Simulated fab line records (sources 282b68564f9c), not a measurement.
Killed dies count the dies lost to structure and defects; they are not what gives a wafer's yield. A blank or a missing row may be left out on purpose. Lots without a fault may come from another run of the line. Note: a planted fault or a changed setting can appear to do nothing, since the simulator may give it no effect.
A struck lot beside a sound one || flow rit cmos || 21 out of 202 route steps
Sound: these wafers, L302.1, L302.3, L302.5. Wafers L308.4, L308.5, L308.6 were the ones struck. At the end, the cause is stated.
Each step with rows lists, per side, the tool, then ch with its chambers, then its first start. Under that, the readings that differ: sound wafers || struck wafers || difference of the means || sigmas: that difference in standard deviations of wafers without a fault.
alike: words and numbers the same on both sides, and readings whose means are apart by under 2 such deviations; not compared: readings that were withheld, readings missing a value for some wafer, numbers with overlapping values and no deviation given by the record, and bounds like >300 which may hide the same value.
A row with sigmas, a row that says differs or no value, or rows on one side alone: a step with any of these is where the two part. Non-overlapping numbers with no deviation appear without sigmas and do not part them. A reading that every wafer of one side lacks parts them only if that side has two wafers or more.

first, 3 steps without rows for these wafers: RIT_PWELL_EXPOSE_03 (exposes mask M3, target cd 43700 nm); RIT_PWELL_PEB_04; RIT_PWELL_DEVELOP_05 (develop time 68 s).
RIT_PWELL_OVL_MEAS_06:
  sound on overlay-01, day 2 16:08; struck on overlay-02, day 3 23:26
  alike: PWELL_OVL
then, 2 steps without rows for these wafers: RIT_PWELL_HARDBAKE_07 (time 120 s); RIT_PWELL_IMPLANT_08.
RIT_PWELL_STRIP_09: strips in O2, time 180 s.
  sound on plasma asher-02 ch 0,1, day 2 16:34; struck on plasma asher-01 ch 0,1, day 3 23:55
  alike: drypump motor current A
  not compared: rf hours counter h
RIT_PWELL_TW_MEAS_10:
  sound on film metro-02, day 2 16:45; struck on film metro-02, day 4 00:04
  alike: PWELL_TW
then, 1 step without rows for these wafers: RIT_WELLDRIVE_ANNEAL_00 (time 14700 s).
RIT_WELLDRIVE_RS_MEAS_01: uses a four-point probe to measure.
  sound on film metro-02, day 2 21:53; struck on film metro-02, day 4 05:28
  alike: NWELL_RS
RIT_WELLDRIVE_RS_MEAS_02: uses a four-point probe to measure.
  sound on film metro-02, day 2 22:01; struck on film metro-02, day 4 05:35
  alike: PWELL_RS
then, 1 step without rows for these wafers: RIT_NRETRO_HMDS_00 (prime time 60 s).
RIT_NRETRO_COAT_01: resist thk 1300 nm.
  sound on litho track-04 ch 0, day 2 22:17; struck on litho track-04 ch 0, day 4 05:52
{"reading": "model.NOVOLAK_of_NRETRO_COAT_01.thk nm (nm)", "sound": "1305 1304 1310", "struck": "1358 1362 1354", "difference": "+52", "sigmas": ""}
  alike: exhaust pa
then, 4 steps without rows for these wafers: RIT_NRETRO_SOFTBAKE_02 (time 60 s); RIT_NRETRO_EXPOSE_03 (exposes mask M4, target cd 43900 nm); RIT_NRETRO_PEB_04; RIT_NRETRO_DEVELOP_05 (develop time 68 s).
RIT_NRETRO_OVL_MEAS_06:
  sound on overlay-01, day 2 23:01; struck on overlay-02, day 4 06:40
  alike: NRETRO_OVL
RIT_NRETRO_HARDBAKE_07: time 120 s.
  sound on litho track-01 ch 0, day 2 23:03; struck on litho track-04 ch 0, day 4 06:48
{"reading": "model.NOVOLAK_of_NRETRO_COAT_01.thk nm (nm)", "sound": "1141 1140 1146", "struck": "1187 1190 1183", "difference": "+44", "sigmas": ""}
  alike: exhaust pa
after that, 1 step had no rows for these wafers: RIT_NRETRO_IMPLANT_08.
RIT_M1_PROBE_99:
  sound on prober-01, day 4 03:55; struck on prober-01, day 5 14:14
{"reading": "killed at contacts", "sound": "0 0 0", "struck": "0 0 1", "difference": "+0", "sigmas": "+2"}
  alike: killed at front end, killed dies, killed open, killed short

WHERE THEY PART
Only at RIT_M1_PROBE_99, as far as this record shows.

WHY: the cause the simulator had injected
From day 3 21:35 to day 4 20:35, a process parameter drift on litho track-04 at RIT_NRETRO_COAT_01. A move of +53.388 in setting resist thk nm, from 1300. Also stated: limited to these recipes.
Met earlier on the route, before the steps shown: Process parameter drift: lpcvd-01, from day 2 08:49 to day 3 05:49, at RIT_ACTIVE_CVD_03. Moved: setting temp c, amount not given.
